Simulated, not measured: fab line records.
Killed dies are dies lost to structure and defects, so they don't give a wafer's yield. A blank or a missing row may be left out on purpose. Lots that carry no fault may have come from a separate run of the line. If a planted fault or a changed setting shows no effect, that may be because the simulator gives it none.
The tool behind it: which one? / flow berkeleyCmos170 / 42 wafers from 14 lots sampled at 4 of the route's 331 steps

== WHAT THE GAUGES SHOWED, per wafer ==
UCB170_ACTIVE_OVL_MEAS_14. Usual: for ACTIVE_OVL the level is -1 nm and the standard deviation is 4.8.
lot=L959; measured=day 5 02:17; on=overlay-02; ACTIVE_OVL (nm)=-5 -2 -3; flag=
lot=L956; measured=day 5 02:21; on=overlay-01; ACTIVE_OVL (nm)=5 5 16; flag=
lot=L958; measured=day 5 02:37; on=overlay-01; ACTIVE_OVL (nm)=5 6 -2; flag=
lot=L961; measured=day 5 18:00; on=overlay-02; ACTIVE_OVL (nm)=-2 -8 -6; flag=
lot=L963; measured=day 6 16:41; on=overlay-01; ACTIVE_OVL (nm)=7 1 3; flag=
lot=L967; measured=day 7 12:49; on=overlay-02; ACTIVE_OVL (nm)=5 3 0; flag=
lot=L969; measured=day 7 12:56; on=overlay-01; ACTIVE_OVL (nm)=-5 0 0; flag=
lot=L971; measured=day 8 08:31; on=overlay-01; ACTIVE_OVL (nm)=5 0 4; flag=
lot=L972; measured=day 8 21:30; on=overlay-02; ACTIVE_OVL (nm)=3 0 4; flag=
lot=L973; measured=day 9 05:58; on=overlay-02; ACTIVE_OVL (nm)=2 -2 3; flag=
lot=L974; measured=day 9 06:13; on=overlay-02; ACTIVE_OVL (nm)=2 1 3; flag=
lot=L976; measured=day 9 14:14; on=overlay-01; ACTIVE_OVL (nm)=-4 -12 -6; flag=
lot=L977; measured=day 9 14:28; on=overlay-02; ACTIVE_OVL (nm)=-7 3 0; flag=
lot=L975; measured=day 9 15:08; on=overlay-01; ACTIVE_OVL (nm)=-10 -8 -4; flag=

UCB170_V1_CD_MEAS_12 targets a cd of 700 nm. Usual: cdNm 699.7 nm, standard deviation 1.5.
lot=L959; measured=day 9 03:01; on=cdSem-02; cdNm (nm)=699.3 698.7 699.7; flag=
lot=L956; measured=day 9 03:25; on=cdSem-02; cdNm (nm)=700.9 700.8 699.6; flag=
lot=L958; measured=day 9 00:22; on=cdSem-02; cdNm (nm)=700.5 700.6 700.1; flag=
lot=L961; measured=day 9 23:53; on=cdSem-01; cdNm (nm)=697.1 696.8 697.2; flag=
lot=L963; measured=day 10 15:25; on=cdSem-02; cdNm (nm)=701.8 700.1 700.2; flag=
lot=L967; measured=day 11 13:55; on=cdSem-01; cdNm (nm)=698.8 699.5 698.1; flag=
lot=L969; measured=day 11 14:36; on=cdSem-01; cdNm (nm)=698.3 699.9 700.4; flag=
lot=L971; measured=day 12 07:44; on=cdSem-02; cdNm (nm)=701.0 699.1 701.3; flag=
lot=L972; measured=day 12 12:55; on=cdSem-01; cdNm (nm)=697.5 699.0 698.7; flag=
lot=L973; measured=day 12 23:43; on=cdSem-01; cdNm (nm)=701.0 701.7 701.8; flag=
lot=L974; measured=day 12 18:52; on=cdSem-01; cdNm (nm)=697.7 699.2 697.5; flag=
lot=L976; measured=day 13 13:43; on=cdSem-02; cdNm (nm)=698.9 699.3 698.8; flag=
lot=L977; measured=day 13 10:55; on=cdSem-02; cdNm (nm)=698.3 696.5 699.0; flag=
lot=L975; measured=day 13 12:16; on=cdSem-01; cdNm (nm)=699.6 700.8 698.9; flag=

UCB170_M3_CD_MEAS_15 targets a cd of 700 nm. Usual: cdNm 700.2 nm, standard deviation 1.4.
lot=L959; measured=day 9 11:37; on=cdSem-01; cdNm (nm)=697.5 698.2 699.5; flag=
lot=L956; measured=day 9 12:02; on=cdSem-01; cdNm (nm)=699.6 700.4 698.6; flag=
lot=L958; measured=day 9 08:12; on=cdSem-01; cdNm (nm)=699.3 698.9 698.6; flag=
lot=L961; measured=day 10 10:04; on=cdSem-01; cdNm (nm)=699.0 698.4 700.0; flag=
lot=L963; measured=day 10 23:36; on=cdSem-02; cdNm (nm)=698.6 698.1 698.8; flag=
lot=L967; measured=day 11 22:53; on=cdSem-01; cdNm (nm)=701.7 703.2 703.1; flag=
lot=L969; measured=day 11 23:26; on=cdSem-02; cdNm (nm)=700.8 701.5 702.0; flag=
lot=L971; measured=day 12 15:32; on=cdSem-01; cdNm (nm)=701.3 701.7 700.5; flag=
lot=L972; measured=day 12 23:29; on=cdSem-02; cdNm (nm)=699.2 698.4 697.4; flag=
lot=L973; measured=day 13 10:17; on=cdSem-02; cdNm (nm)=700.5 700.5 701.6; flag=
lot=L974; measured=day 13 05:35; on=cdSem-02; cdNm (nm)=701.9 702.3 702.9; flag=
lot=L976; measured=day 14 04:15; on=cdSem-02; cdNm (nm)=701.6 701.5 700.4; flag=
lot=L977; measured=day 13 22:18; on=cdSem-01; cdNm (nm)=701.8 702.6 700.0; flag=
lot=L975; measured=day 13 23:13; on=cdSem-02; cdNm (nm)=699.1 697.9 699.5; flag=

== WHAT TOOL EACH LOT RAN ON (gives the tool, then ch and the chambers of the sampled wafers, and finally the start) ==
lot=L959; UCB170_NVT_IMPLANT_07=implanter-04 ch 0, day 7 01:35
lot=L956; UCB170_NVT_IMPLANT_07=implanter-02 ch 0, day 7 01:05
lot=L958; UCB170_NVT_IMPLANT_07=implanter-02 ch 0, day 7 01:20
lot=L961; UCB170_NVT_IMPLANT_07=implanter-01 ch 0, day 7 16:26
lot=L963; UCB170_NVT_IMPLANT_07=implanter-04 ch 0, day 8 11:40
lot=L967; UCB170_NVT_IMPLANT_07=implanter-04 ch 0, day 9 11:45
lot=L969; UCB170_NVT_IMPLANT_07=implanter-02 ch 0, day 9 11:27
lot=L971; UCB170_NVT_IMPLANT_07=implanter-02 ch 0, day 10 05:02
lot=L972; UCB170_NVT_IMPLANT_07=implanter-02 ch 0, day 10 11:34
lot=L973; UCB170_NVT_IMPLANT_07=implanter-02 ch 0, day 11 00:50
lot=L974; UCB170_NVT_IMPLANT_07=implanter-01 ch 0, day 11 01:04
lot=L976; UCB170_NVT_IMPLANT_07=implanter-01 ch 0, day 11 07:46
lot=L977; UCB170_NVT_IMPLANT_07=implanter-02 ch 0, day 11 07:41
lot=L975; UCB170_NVT_IMPLANT_07=implanter-02 ch 0, day 11 07:58
- UCB170_NVT_IMPLANT_07

== WHAT THE TOOLS THEMSELVES READ (means of the sampled wafers that have a number; where no wafer has one, the mark that the record gives instead) ==
UCB170_NVT_IMPLANT_07. Usual: doseIonsCm2 3e+12, standard deviation 3.3e+09; faradayCurrentUA 9.52, standard deviation 0.2; tiltDeg 6.999 degrees, standard deviation 0.022.
lot=L959; tool=implanter-04; doseIonsCm2=3e+12; faradayCurrentUA=9.45; tiltDeg (degrees)=7.001; flag=
lot=L956; tool=implanter-02; doseIonsCm2=3e+12; faradayCurrentUA=9.53; tiltDeg (degrees)=7.016; flag=
lot=L958; tool=implanter-02; doseIonsCm2=3e+12; faradayCurrentUA=9.73; tiltDeg (degrees)=7.013; flag=
lot=L961; tool=implanter-01; doseIonsCm2=3e+12; faradayCurrentUA=9.51; tiltDeg (degrees)=7.022; flag=
lot=L963; tool=implanter-04; doseIonsCm2=3e+12; faradayCurrentUA=8.98; tiltDeg (degrees)=7.011; flag=
lot=L967; tool=implanter-04; doseIonsCm2=3e+12; faradayCurrentUA=8.99; tiltDeg (degrees)=7.034; flag=
lot=L969; tool=implanter-02; doseIonsCm2=3e+12; faradayCurrentUA=9.43; tiltDeg (degrees)=6.998; flag=
lot=L971; tool=implanter-02; doseIonsCm2=3e+12; faradayCurrentUA=9.57; tiltDeg (degrees)=7.003; flag=
lot=L972; tool=implanter-02; doseIonsCm2=3e+12; faradayCurrentUA=9.51; tiltDeg (degrees)=6.969; flag=
lot=L973; tool=implanter-02; doseIonsCm2=3e+12; faradayCurrentUA=9.53; tiltDeg (degrees)=7.005; flag=
lot=L974; tool=implanter-01; doseIonsCm2=3e+12; faradayCurrentUA=9.55; tiltDeg (degrees)=6.992; flag=
lot=L976; tool=implanter-01; doseIonsCm2=3e+12; faradayCurrentUA=9.53; tiltDeg (degrees)=6.964; flag=
lot=L977; tool=implanter-02; doseIonsCm2=3e+12; faradayCurrentUA=9.48; tiltDeg (degrees)=7.011; flag=
lot=L975; tool=implanter-02; doseIonsCm2=3e+12; faradayCurrentUA=9.60; tiltDeg (degrees)=6.986; flag=

== THE ANSWER, worked out from the rows above alone ==
Rule: a lot counts as off when the mean over its wafers that have a number is more than 3 standard deviations away from the usual mean. Also off: a lot with no number at a reading for which 4 or more lots have one. Where the step has rows for the other lots, those lots are counted as sound. The gauges are gone through in route order, then the tools' own readings, and for those a lot's mean is taken as printed above. At the first step where some lot is off, the reading lying furthest off is the one used; lots without a number count as furthest.
Across all readings shown, no lot is off: no conclusion can be drawn from this.

== WHAT THE SIMULATOR HAD PUT IN ==
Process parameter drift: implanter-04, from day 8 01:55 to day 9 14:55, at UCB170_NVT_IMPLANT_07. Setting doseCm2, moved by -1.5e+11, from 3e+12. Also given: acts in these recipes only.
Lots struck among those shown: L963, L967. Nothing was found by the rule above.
